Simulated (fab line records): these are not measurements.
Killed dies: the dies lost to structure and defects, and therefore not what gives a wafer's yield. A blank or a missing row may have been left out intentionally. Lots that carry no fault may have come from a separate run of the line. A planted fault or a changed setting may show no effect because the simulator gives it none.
Struck lot and sound lot, side by side :: flow berkeley_cmos170 :: 44 out of 331 route steps
Sound: wafers L187.2, L187.3, L187.6. Struck: wafers L186.3, L186.5, L186.6. The cause comes at the end.
Each step with rows lists, per side, the tool, then ch with its chambers, then its first start. Under that, the readings that differ: sound wafers :: struck wafers :: difference of the means :: sigmas: that difference in standard deviations of wafers without a fault.
alike: words and numbers the same on both sides, and readings whose means are apart by under 2 such deviations; not compared: readings that were withheld, readings missing a value for some wafer, numbers with overlapping values and no deviation given by the record, and bounds like >300 which may hide the same value.
A row with sigmas, a row that says differs or no value, or rows on one side alone: a step with any of these is where the two part. Numbers that have no deviation but don't overlap get no sigmas and don't part them. Lack of a reading on every wafer of one side parts them only where that side has two or more wafers.

first, 1 step without rows for these wafers: UCB170_GATE_ETCH_15 (etches poly-Si in HBr/Cl2, stops on SiO2, time 56.3 s, target depth 278.2 nm).
UCB170_GATE_STRIP_16: strips in O2.
  sound on plasma_asher-02 ch 0,1, day 11 01:14; struck on plasma_asher-01 ch 0,1, day 11 01:32
  alike: drypump_motor_current_A, oes_product_au
  not compared: rf_hours_counter_h
UCB170_GATE_CD_MEAS_90: the cd target is 350 nm.
  sound on cd_sem-01 at day 11 01:24; struck on cd_sem-02 at day 11 01:39
reading: cd_nm (nm)
sound: 352.3 353.8 351.6
struck: 347.5 348.7 347.7
difference: -4.6
sigmas: -3
then, 7 steps without rows for these wafers: UCB170_GATE_CLEAN_17 (cleans in SPM, time 600 s); UCB170_PLDD_HMDS_00 (prime time 60 s); UCB170_PLDD_COAT_01 (resist thk 900 nm); UCB170_PLDD_SOFTBAKE_02 (time 60 s); UCB170_PLDD_EXPOSE_03 (exposes mask PSELECT, target cd 1200 nm); UCB170_PLDD_PEB_04; UCB170_PLDD_DEVELOP_05 (develop time 45 s).
UCB170_PLDD_CD_MEAS_06: the cd target is 1200 nm.
  sound on cd_sem-01 at day 11 03:26; struck on cd_sem-02 at day 11 03:29
  alike: cd_nm
UCB170_PLDD_OVL_MEAS_07:
  sound on overlay-01 at day 11 03:32; struck on overlay-02 at day 11 03:34
reading: PLDD_OVL (nm)
sound: -7 -8 -6
struck: 0 1 5
difference: +9
sigmas: +2
UCB170_PLDD_IMPLANT_08:
  sound on implanter-02 ch 0, day 11 03:35; struck on implanter-04 ch 0, day 11 03:38
reading: dose_ions_cm2
sound: 5.001e+13 5.003e+13 5.012e+13
struck: 5.15e+13 5.148e+13 5.146e+13
difference: +1.43e+12
sigmas: +30

reading: faraday_current_uA
sound: 159 158 154
struck: 164 166 163
difference: +7
sigmas: +2
  alike: end_station_pressure_torr, tilt_deg
then, 1 step without rows for these wafers: UCB170_PLDD_IMPLANT_09.
UCB170_PLDD_STRIP_10: strips in O2.
  sound on plasma_asher-02 ch 0, day 11 03:52; struck on plasma_asher-03 ch 0,1, day 11 03:56
  alike: drypump_motor_current_A, oes_product_au, strip_time_to_endpoint_s
  not compared: rf_hours_counter_h
UCB170_PLDD_TW_MEAS_11:
  sound on film_metro-03 at day 11 03:59; struck on film_metro-03 at day 11 04:03
  alike: PLDD_TW
then, 7 steps without rows for these wafers: UCB170_PLDD_CLEAN_12 (cleans in SPM, time 600 s); UCB170_NLDD_HMDS_00 (prime time 60 s); UCB170_NLDD_COAT_01 (resist thk 900 nm); UCB170_NLDD_SOFTBAKE_02 (time 60 s); UCB170_NLDD_EXPOSE_03 (exposes mask NSELECT, target cd 1200 nm); UCB170_NLDD_PEB_04; UCB170_NLDD_DEVELOP_05 (develop time 45 s).
UCB170_NLDD_CD_MEAS_06: the cd target is 1200 nm.
  sound on cd_sem-02 at day 11 05:16; struck on cd_sem-02 at day 11 05:46
reading: cd_nm (nm)
sound: 1201.9 1203.5 1203.3
struck: 1200.7 1200.0 1199.3
difference: -2.9
sigmas: -2
UCB170_NLDD_OVL_MEAS_07:
  sound on overlay-01 at day 11 05:22; struck on overlay-02 at day 11 05:51
  alike: NLDD_OVL
then, 2 steps without rows for these wafers: UCB170_NLDD_IMPLANT_08; UCB170_NLDD_IMPLANT_09.
UCB170_NLDD_STRIP_10: strips in O2.
  sound on plasma_asher-01 ch 0,1, day 11 05:42; struck on plasma_asher-04 ch 0,1, day 11 06:13
  alike: drypump_motor_current_A, oes_product_au, strip_time_to_endpoint_s
  not compared: rf_hours_counter_h
UCB170_NLDD_TW_MEAS_11:
  sound on film_metro-03 at day 11 05:49; struck on film_metro-02 at day 11 06:18
  alike: NLDD_TW
then, 1 step without rows for these wafers: UCB170_NLDD_CLEAN_12 (cleans in SPM, time 600 s).
UCB170_SPACER_CVD_00: deposits SiO2 from TEOS/O2, target thk 376 nm, time 47 s.
  sound on pecvd-04 ch 0,2, day 11 06:03; struck on pecvd-04 ch 0,1, day 11 07:19
  alike: heater_power_w
UCB170_SPACER_THK_MEAS_01:
  sound on film_metro-01 at day 11 06:06; struck on film_metro-01 at day 11 07:23
  alike: SPACER_TEOS_THK
then, 1 step without rows for these wafers: UCB170_SPACER_ANNEAL_02 (time 1800 s).
UCB170_SPACER_ETCHBACK_03: etches SiO2 in CHF3/CF4/Ar, stops on Si, target depth 376 nm, time 100 s.
  sound on rie_diel-04 ch 0,2, day 11 10:28; struck on rie_diel-02 ch 0,1, day 11 10:32
  alike: drypump_motor_current_A, oes_product_au, throttle_valve_pct
  not compared: rf_hours_counter_h
then, 6 steps without rows for these wafers: UCB170_PSD_HMDS_00 (prime time 60 s); UCB170_PSD_COAT_01 (resist thk 900 nm); UCB170_PSD_SOFTBAKE_02 (time 60 s); UCB170_PSD_EXPOSE_03 (exposes mask PSELECT MOD, target cd 1200 nm); UCB170_PSD_PEB_04; UCB170_PSD_DEVELOP_05 (develop time 45 s).
UCB170_PSD_CD_MEAS_06: the cd target is 1200 nm.
  sound on cd_sem-02 at day 11 12:47; struck on cd_sem-01 at day 11 12:50
reading: cd_nm (nm)
sound: 1200.0 1200.7 1199.5
struck: 1196.8 1196.1 1197.7
difference: -3.2
sigmas: -2
UCB170_PSD_OVL_MEAS_07:
  sound on overlay-01 at day 11 12:53; struck on overlay-01 at day 11 12:56
  alike: PSD_OVL
UCB170_SDANNEAL_RS_MEAS_04: a four-point-probe measurement.
  sound on film_metro-03 at day 11 16:53; struck on film_metro-02 at day 11 16:55
reading: PLDD_RS (ohm/sq)
sound: 1032.0 1032.2 1032.4
struck: 1024.8 1018.9 1024.7
difference: -9.4
sigmas: -3
then, 1 step without rows for these wafers: UCB170_M3_PROBE_99.

== WHERE THEY PART ==
Last at UCB170_SDANNEAL_RS_MEAS_04 as far as this record goes, first at UCB170_GATE_CD_MEAS_90.

WHY: what the simulator had put in
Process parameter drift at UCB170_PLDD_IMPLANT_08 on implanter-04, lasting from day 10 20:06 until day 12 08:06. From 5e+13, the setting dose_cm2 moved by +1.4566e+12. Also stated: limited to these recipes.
